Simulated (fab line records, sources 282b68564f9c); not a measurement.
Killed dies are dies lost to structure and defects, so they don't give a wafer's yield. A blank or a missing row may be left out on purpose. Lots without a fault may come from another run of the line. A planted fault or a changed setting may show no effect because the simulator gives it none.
Problem report in the 8D (eight disciplines) form, filled by code | flow rit_cmos | the parts of the form that need people (team, actions taken, sign-off) are left out

1. THE PROBLEM
CONTACT_TEOS_THK at RIT_CONTACT_THK_MEAS_01 reads a mean of 307 nm on 3 wafers of 2 lots; wafers without a fault read 403 nm with a standard deviation of 5.4. That is -18 standard deviations from the usual mean.
First seen on wafer L638.1, day 7 08:22, on film_metro-02. The record holds 42 wafers of 14 lots with a number at this step. Rule for "out", or "out of limits": more than 4 standard deviations from the usual mean. The other wafers with a number count as sound.

2. WHAT IT IS AND WHAT IT IS NOT
question                    | is                           | is not
which readings at this step | CONTACT_TEOS_THK             | -
which lots                  | L638, L641                   | L619, L620, L621, L623, L624, L625, L626, L627, L630, L631, L632, L639
which wafers of those lots  | L638.1, L641.3, L641.6       | L638.4, L638.6, L641.2
read on which gauges        | film_metro-01, film_metro-02 | film_metro-04
when                        | from day 7 08:22             | up to then (35 sound wafers); but 4 sound wafers of L639, L641 came after

3. SUSPECTS, AND WHAT RULES EACH OUT
Counting: a tool at a process step up to the reading stays a suspect if it ran every lot that is out. Sound lots after the first of them don't rule it out here, since some wafers of a struck lot are sound.
- the gauge at RIT_CONTACT_THK_MEAS_01: ruled out. The wafers that are out were read on 2 gauges (film_metro-01, film_metro-02).
- pecvd-01 at RIT_CONTACT_CVD_00 (deposits SiO2 from TEOS, target thk 400 nm, time 61 s): kept. It ran every lot that is out, first L638 (day 7 08:19); its last sound lot up to then is L632 (day 5 22:12).
- Within pecvd-01 at RIT_CONTACT_CVD_00: the wafers that are out ran in chamber 0; their sound lot-mates ran in chambers 1, 2.
Left after counting: pecvd-01 at RIT_CONTACT_CVD_00.

4. THE CAUSE (what the simulator had put in)
Process parameter drift: pecvd-01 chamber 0, from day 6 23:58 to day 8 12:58, at RIT_CONTACT_CVD_00. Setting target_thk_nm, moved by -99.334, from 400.
Counting left only this tool.

5. THE CHAIN OF EFFECTS, in route order
Each row: a reading whose mean over the struck wafers that have a number lies more than 3 standard deviations from the usual. Only readings for which the record gives a usual standard deviation are gone through. hours: the time from each lot's start at the first step in this table that gives one to its start at this step, as a median over the lots. sigmas: the change in usual standard deviations.
hours | step                    | reading            | usual  | on struck wafers | change | sigmas
0     | RIT_CONTACT_THK_MEAS_01 | CONTACT_TEOS_THK   | 403 nm | 307              | -96    | -18
7     | RIT_M1_PROBE_99         | killed_at_M0_to_M3 | 0.0    | 0.3              | +0.3   | +4.0
The process steps in it:
- RIT_M1_PROBE_99
Later measuring or inspecting steps at which every struck wafer that the step has a row for has a number for every such reading, and none has moved that far: RIT_M1_CD_MEAS_09.

6. WHAT WOULD HAVE CAUGHT IT SOONER
In this record the first reading out of limits at a measuring or inspecting step was taken at day 7 08:22, 8 hours after the fault began at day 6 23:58.
Of the tool readings at RIT_CONTACT_CVD_00 for which the record gives a usual standard deviation, none was out on any struck wafer, so an alarm limit of 4 standard deviations on them would not have fired.
Of the lots that are out (2), L641 began RIT_CONTACT_CVD_00 on pecvd-01 after day 7 08:22. A hold on the tool at that time would have spared it.
